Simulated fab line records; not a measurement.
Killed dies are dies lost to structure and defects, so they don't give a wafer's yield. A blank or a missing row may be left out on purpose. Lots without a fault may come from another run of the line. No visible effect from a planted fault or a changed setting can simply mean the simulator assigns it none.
fab line records | flow ritCmos
[record] lots = 7 | wafers = 21 | lastDay = 7
route steps=202 shown PSD@144 SDANNEAL@153 M1@202
lots with no fault: from the same line, run without faults
startH: start of the lot's first displayed wafer, in hours after the record's first day | waitH: hours from the lot's prior step to this one | " as in the row above | L1.1+2: a row that stands for several wafers | - no value, or no start given | * or withheld: withheld | < > ~ a bound
route shown NAME@n: names a module that has steps shown in the file, with the first one's number in the route | usual: mean/standard deviation taken from wafers without a fault | same: alike in all rows | chamber/n: place in a boat | sites: readings site by site | _std_site: standard deviation across them | _edge_site: inner sites' mean taken away from outer sites' mean | radiusMm: how far each site lies from the wafer's centre | mask NAME#n: copy n | behind: tool/chamber where the wafer was last shaped | hold: the reason the lot was held/the length of the hold in hours/how it ended | device: the n, p or np transistor that did not switch | end of line: tests of these same wafers at the route's end | where a step has no rows: the recipe by itself | killed: the dies lost at the first sort to structure and to defects; this is not the yield of the wafer | map: a wafer's dies, x killed, . not, _ none there
set.NAME: the setting as run; set.NAME@STEP: as run at that earlier step | model.NAME: the simulator's own value behind a step, which no gauge read
lots at selected steps of the route; one table per step, one row per wafer
services: from which hour (startH, from the record's first day; less than 0 if before it) a tool's chamber was out of use, for how many hours, and why
[[steps]]
[step RIT_PSD_SOFTBAKE_02]
[recipe] resist = NOVOLAK | tempC = 90 | timeS = 60
[step RIT_PSD_EXPOSE_03]
[recipe] maskId = M10 | na = 0.57 | targetCdNm = 40900 | doseMj = 250
[step RIT_PSD_PEB_04]
[recipe] resist = NOVOLAK | tempC = withheld | timeS = withheld
[step RIT_PSD_DEVELOP_05]
[recipe] resist = NOVOLAK | developTimeS = 50 | devTempC = 23
[step RIT_PSD_OVL_MEAS_06]
[usual] PSD_OVL = 0.5/1.5
lot.wafer | tool       | chamber | startH | waitH | PSD_OVL[nm]
L760.2    | overlay-02 | -       | 55.06  | -     | 2.6
L760.5    | "          | -       | "      | "     | 1.7
L760.6    | "          | -       | "      | "     | 2.5
L763.1    | overlay-01 | -       | 70.18  | -     | -1.4
L763.3    | "          | -       | "      | "     | -0.1
L763.5    | "          | -       | "      | "     | -0.8
L764.3    | overlay-02 | -       | 80.92  | -     | -0.1
L764.4    | "          | -       | "      | "     | -1.6
L764.6    | "          | -       | "      | "     | -0.1
L766.1    | overlay-01 | -       | 85.59  | -     | 1.9
L766.2    | "          | -       | "      | "     | 2.7
L766.5    | "          | -       | "      | "     | 1.8
L768.1    | overlay-02 | -       | 98.65  | -     | -0.7
L768.2    | "          | -       | "      | "     | 0.0
L768.5    | "          | -       | "      | "     | -1.0
L773.1    | overlay-02 | -       | 121.23 | -     | -1.2
L773.2    | "          | -       | "      | "     | -0.8
L773.4    | "          | -       | "      | "     | 0.4
L779.2    | overlay-02 | -       | 154.09 | -     | 0.2
L779.3    | "          | -       | "      | "     | 1.3
L779.4    | "          | -       | "      | "     | 0.2
[step RIT_PSD_HARDBAKE_07]
[recipe] resist = NOVOLAK | tempC = 140 | timeS = 60
[step RIT_PSD_IMPLANT_08]
[recipe] species = BF2 | energyKev = 27 | doseCm2 = 4.93e+15 | tiltDeg = 7
[step RIT_PSD_STRIP_09]
[recipe] chemistry = O2 | timeS = 180 | resist = NOVOLAK | platenTempC = withheld | powerW = 500 | pressureMtorr = 4000 | o2FlowSccm = 4000
[usual] drypumpMotorCurrentA = 5.3/0.4
[same] timeS = 180
lot.wafer | tool           | chamber | startH | waitH | drypumpMotorCurrentA | rfHoursCounterH
L760.2    | plasmaAsher-04 | 0       | 55.39  | 0.1   | 5.6                  | 22
L760.5    | "              | 1       | "      | "     | 5.5                  | -
L760.6    | "              | 0       | "      | "     | 5.6                  | -
L763.1    | plasmaAsher-01 | 0       | 70.53  | 0.1   | 5.4                  | 44
L763.3    | "              | 1       | "      | "     | 4.8                  | -
L763.5    | "              | 1       | "      | "     | 4.8                  | -
L764.3    | plasmaAsher-01 | 1       | 81.30  | 0.1   | 4.8                  | -
L764.4    | "              | 0       | "      | "     | 5.4                  | -
L764.6    | "              | 1       | "      | "     | 4.8                  | -
L766.1    | plasmaAsher-01 | 1       | 85.97  | 0.1   | 4.8                  | 47
L766.2    | "              | 0       | "      | "     | 5.4                  | 47
L766.5    | "              | 0       | "      | "     | 5.4                  | -
L768.1    | plasmaAsher-04 | 1       | 98.98  | 0.1   | 5.5                  | 25
L768.2    | "              | 0       | "      | "     | 5.6                  | 25
L768.5    | "              | 1       | "      | "     | 5.5                  | -
L773.1    | plasmaAsher-03 | 0       | 121.56 | 0.1   | 4.9                  | 50
L773.2    | "              | 1       | "      | "     | 5.9                  | 50
L773.4    | "              | 0       | "      | "     | 4.9                  | -
L779.2    | plasmaAsher-03 | 1       | 154.42 | 0.1   | 5.9                  | 54
L779.3    | "              | 1       | "      | "     | 5.9                  | -
L779.4    | "              | 0       | "      | "     | 5.0                  | -
[step RIT_PSD_TW_MEAS_10]
[usual] PSD_TW = 3437/24
lot.wafer | tool         | chamber | startH | waitH | PSD_TW
L760.2    | filmMetro-04 | -       | 55.57  | 0.1   | 3460
L760.5    | "            | -       | "      | "     | 3450
L760.6    | "            | -       | "      | "     | 3450
L763.1    | filmMetro-02 | -       | 70.71  | 0.1   | 3402
L763.3    | "            | -       | "      | "     | 3391
L763.5    | "            | -       | "      | "     | 3411
L764.3    | filmMetro-04 | -       | 81.44  | 0.1   | 3436
L764.4    | "            | -       | "      | "     | 3450
L764.6    | "            | -       | "      | "     | 3450
L766.1    | filmMetro-02 | -       | 86.14  | 0.1   | 3411
L766.2    | "            | -       | "      | "     | 3391
L766.5    | "            | -       | "      | "     | 3374
L768.1    | filmMetro-03 | -       | 99.16  | 0.1   | 3451
L768.2    | "            | -       | "      | "     | 3448
L768.5    | "            | -       | "      | "     | 3451
L773.1    | filmMetro-04 | -       | 121.74 | 0.1   | 3483
L773.2    | "            | -       | "      | "     | 3484
L773.4    | "            | -       | "      | "     | 3465
L779.2    | filmMetro-03 | -       | 154.63 | 0.2   | 3446
L779.3    | "            | -       | "      | "     | 3436
L779.4    | "            | -       | "      | "     | 3433
[step RIT_SDANNEAL_CLEAN_00]
[recipe] chemistry = SC1 | mix = 3:3:50 | timeS = 600 | tempC = 75
[step RIT_SDANNEAL_CLEAN_01]
[recipe] chemistry = dHF | dilution = 50:1 | timeS = 29.45
[step RIT_SDANNEAL_CLEAN_02]
[recipe] chemistry = SC2 | mix = 3:3:50 | timeS = 600 | tempC = 75 | dry = n2Spin
[step RIT_SDANNEAL_RTA_03]
[recipe] tempC = 1050 | timeS = 5 | idleTempC = 600 | rampUpCPerS = 342 | rampDownCPerS = 171 | coolToC = 600 | ambient = N2
[usual] wafer_temp_C_max = 1053.5/1.2
[same] timeS = 5
lot.wafer | tool         | chamber | startH | waitH | wafer_temp_C_max
L760.2    | rtpAnneal-02 | 0       | 56.03  | 0.0   | 1054.7
L760.5    | "            | 0       | "      | "     | 1055.2
L760.6    | "            | 0       | "      | "     | 1053.7
L763.1    | rtpAnneal-01 | 0       | 71.14  | 0.0   | 1056.0
L763.3    | "            | 0       | "      | "     | 1051.1
L763.5    | "            | 0       | "      | "     | 1055.7
L764.3    | rtpAnneal-02 | 0       | 81.87  | 0.0   | 1010.9
L764.4    | "            | 0       | "      | "     | 1013.3
L764.6    | "            | 0       | "      | "     | 1015.1
L766.1    | rtpAnneal-02 | 0       | 86.57  | 0.0   | 1014.0
L766.2    | "            | 0       | "      | "     | 1011.8
L766.5    | "            | 0       | "      | "     | 1014.3
L768.1    | rtpAnneal-02 | 0       | 99.58  | 0.0   | 1013.0
L768.2    | "            | 0       | "      | "     | 1012.9
L768.5    | "            | 0       | "      | "     | 1013.7
L773.1    | rtpAnneal-01 | 0       | 122.20 | 0.0   | 1053.5
L773.2    | "            | 0       | "      | "     | 1052.8
L773.4    | "            | 0       | "      | "     | 1053.3
L779.2    | rtpAnneal-01 | 0       | 155.28 | 0.0   | 1055.6
L779.3    | "            | 0       | "      | "     | 1052.4
L779.4    | "            | 0       | "      | "     | 1051.0
[step RIT_SDANNEAL_RS_MEAS_04]
[recipe] thkMeasGauge = four-point-probe
[usual] PSD_RS = 116.1/0.3
lot.wafer | tool         | chamber | startH | waitH | hold                    | PSD_RS[ohm/sq]
L760.2    | filmMetro-03 | -       | 56.10  | 0.1   | -                       | 116.5
L760.5    | "            | -       | "      | "     | -                       | 116.4
L760.6    | "            | -       | "      | "     | -                       | 116.3
L763.1    | filmMetro-04 | -       | 71.25  | 0.1   | -                       | 116.3
L763.3    | "            | -       | "      | "     | -                       | 116.0
L763.5    | "            | -       | "      | "     | -                       | 116.0
L764.3    | filmMetro-04 | -       | 81.94  | 0.1   | awaitDispo/0.2h/release | 145.0
L764.4    | "            | -       | "      | "     | awaitDispo/0.2h/release | 144.6
L764.6    | "            | -       | "      | "     | awaitDispo/0.2h/release | 144.7
L764.3    | filmMetro-04 | -       | 82.30  | 0.3   | -                       | 145.1
L764.4    | "            | -       | "      | "     | -                       | 144.5
L764.6    | "            | -       | "      | "     | -                       | 144.9
L766.1    | filmMetro-03 | -       | 86.63  | 0.0   | awaitDispo/0.2h/release | 144.6
L766.2    | "            | -       | "      | "     | awaitDispo/0.2h/release | 144.9
L766.5    | "            | -       | "      | "     | awaitDispo/0.2h/release | 144.7
L766.1    | filmMetro-03 | -       | 86.99  | 0.3   | -                       | 144.4
L766.2    | "            | -       | "      | "     | -                       | 144.8
L766.5    | "            | -       | "      | "     | -                       | 144.8
L768.1    | filmMetro-03 | -       | 99.64  | 0.0   | awaitDispo/0.2h/release | 145.4
L768.2    | "            | -       | "      | "     | awaitDispo/0.2h/release | 145.2
L768.5    | "            | -       | "      | "     | awaitDispo/0.2h/release | 145.4
L768.1    | filmMetro-03 | -       | 100.00 | 0.3   | -                       | 145.3
L768.2    | "            | -       | "      | "     | -                       | 145.0
L768.5    | "            | -       | "      | "     | -                       | 145.5
L773.1    | filmMetro-04 | -       | 122.31 | 0.1   | -                       | 116.1
L773.2    | "            | -       | "      | "     | -                       | 116.0
L773.4    | "            | -       | "      | "     | -                       | 115.8
L779.2    | filmMetro-03 | -       | 155.35 | 0.1   | -                       | 116.3
L779.3    | "            | -       | "      | "     | -                       | 116.3
L779.4    | "            | -       | "      | "     | -                       | 116.6
[step RIT_M1_PROBE_99]
[usual] defectLimitedYield = 97.5/1.1 | killedAtFrontEnd = 6.6/2.9 | killedDies = 6.6/3 | killedOpen = 3.4/2 | killedShort = 3.2/2 | sort_bin_3_pad_short = 0.1/0.23 | sort_bin_5_function = 1.4/0.78 | sort_bin_6_memory = 1.0/0.65 | sortNPass = 257.4/3 | sortYieldPct = 97.5/1.1
[same] grossDies = 264 | killed_at_M0_to_M3 = 0 | killed_at_M4_up = 0 | killedAtBackSide = 0 | killedAtContacts = 0 | killedAtOther = 0
lot.wafer | tool      | chamber | startH | waitH | defectLimitedYield[%] | killedAtFrontEnd | killedDies | killedOpen | killedShort | sort_bin_3_pad_short[%] | sort_bin_5_function[%] | sort_bin_6_memory[%] | sortNPass | sortYieldPct[%]
L760.2    | prober-02 | -       | 63.62  | 0.1   | 97.7                  | 6                | 6          | 3          | 3           | 0.4                     | 1.5                    | 0.4                  | 258.0     | 97.7
L760.5    | prober-02 | -       | 63.77  | 0.2   | 98.5                  | 4                | 4          | 2          | 2           | 0                       | 1.1                    | 0.4                  | 260.0     | 98.5
L760.6    | prober-02 | -       | 63.82  | 0.2   | 97.3                  | 7                | 7          | 4          | 3           | 0                       | 1.5                    | 1.1                  | 257.0     | 97.3
L763.1    | prober-02 | -       | 78.77  | 0.1   | 98.1                  | 5                | 5          | 2          | 3           | 0                       | 1.1                    | 0.8                  | 259.0     | 98.1
L763.3    | prober-02 | -       | 78.87  | 0.2   | 98.5                  | 4                | 4          | 3          | 1           | 0                       | 0.8                    | 0.8                  | 260.0     | 98.5
L763.5    | prober-02 | -       | 78.97  | 0.2   | 97.3                  | 7                | 7          | 2          | 5           | 0.4                     | 1.1                    | 1.1                  | 257.0     | 97.3
L773.1    | prober-02 | -       | 130.19 | 0.1   | 98.9                  | 3                | 3          | 1          | 2           | 0                       | 0.8                    | 0.4                  | 261.0     | 98.9
L773.2    | prober-02 | -       | 130.24 | 0.1   | 97.0                  | 8                | 8          | 2          | 6           | 1.5                     | 0.8                    | 0.8                  | 256.0     | 97.0
L773.4    | prober-02 | -       | 130.34 | 0.2   | 99.6                  | 1                | 1          | 0          | 1           | 0.4                     | 0                      | 0                    | 263.0     | 99.6
L779.2    | prober-02 | -       | 163.04 | 0.1   | 97.7                  | 6                | 6          | 4          | 2           | 0                       | 1.9                    | 0.4                  | 258.0     | 97.7
L779.3    | prober-02 | -       | 163.09 | 0.2   | 97.0                  | 8                | 8          | 5          | 3           | 0                       | 1.9                    | 1.1                  | 256.0     | 97.0
L779.4    | prober-02 | -       | 163.14 | 0.2   | 98.5                  | 4                | 4          | 1          | 3           | 0                       | 1.1                    | 0.4                  | 260.0     | 98.5
// killed by level:class
L760.2 FOX1:geometricParticle:open=1 GATE:geometricParticle:short=1 SPACER:geometricParticle:open=1 SPACER:geometricParticle:short=1 SILICIDE:geometricParticle:open=1 SILICIDE:geometricParticle:short=1
L760.5 FOX1:geometricParticle:open=2 GATE:geometricParticle:short=2
L760.6 FOX1:geometricParticle:open=2 GATE:geometricParticle:short=2 FOX1:geometricParticle:short=1 FOX2:geometricParticle:open=1 SPACER:geometricParticle:open=1
L763.1 GATE:geometricParticle:short=2 FOX1:geometricParticle:short=1 GATE:geometricParticle:open=1 REOX:geometricParticle:open=1
L763.3 FOX2:geometricParticle:open=2 ACTIVE:geometricParticle:short=1 GATE:geometricParticle:open=1
L763.5 GATE:geometricParticle:short=2 FOX1:geometricParticle:short=1 FOX2:geometricParticle:open=1 GATE:geometricParticle:open=1 SPACER:geometricParticle:short=1 SILICIDE:geometricParticle:short=1
L773.1 FOX1:geometricParticle:short=1 REOX:geometricParticle:open=1 REOX:geometricParticle:short=1
L773.2 GATE:geometricParticle:short=2 SPACER:geometricParticle:short=2 SILICIDE:geometricParticle:short=2 FOX1:geometricParticle:open=1 GATE:geometricParticle:open=1
L773.4 REOX:geometricParticle:short=1
L779.2 GATE:geometricParticle:short=2 GATE:geometricParticle:open=1 REOX:geometricParticle:open=1 SPACER:geometricParticle:open=1 SILICIDE:geometricParticle:open=1
L779.3 GATE:geometricParticle:open=3 REOX:geometricParticle:open=2 FOX1:geometricParticle:short=1 GATE:geometricParticle:short=1 REOX:geometricParticle:short=1
L779.4 GATE:geometricParticle:short=1 REOX:geometricParticle:short=1 SPACER:geometricParticle:open=1 SPACER:geometricParticle:short=1
[[services]]
tool           | chamber | startH | hours | kind
plasmaAsher-04 | -       | 33.20  | 1.2   | repair
plasmaAsher-03 | -       | 68.20  | 8.0   | repair
plasmaAsher-04 | -       | 69.16  | 10.0  | pm
plasmaAsher-01 | -       | 90.33  | 1.3   | repair
plasmaAsher-04 | -       | 95.39  | 2.0   | repair
[[key]]
[firstSign] step = RIT_SDANNEAL_RTA_03 | reading = wafer_temp_C_max | direction = down | sigmas = 34 | usual = * | struck = *
[effect] step = RIT_SDANNEAL_RS_MEAS_04 | reading = visit | direction = added
[effect] step = RIT_SDANNEAL_RS_MEAS_04 | reading = PSD_RS | direction = up | sigmas = 95 | usual = 116.1 | struck = 144.9
metAt RIT_SDANNEAL_RTA_03
struckWafers L764.3,L764.4,L764.6,L766.1,L766.2,L766.5,L768.1,L768.2,L768.5
scrappedBehind RIT_SDANNEAL_RS_MEAS_04 L764.3,L764.4,L764.6,L766.1,L766.2,L766.5,L768.1,L768.2,L768.5
onsetBetween 56.03 81.87
[fault] kind = processParameterDrift | tool = rtpAnneal-02 | chamber = - | onsetH = 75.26 | steps = RIT_SDANNEAL_RTA_03 | channel = tempC | offset = * | shape = step | endH = 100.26 | actsIn = * | stated = *
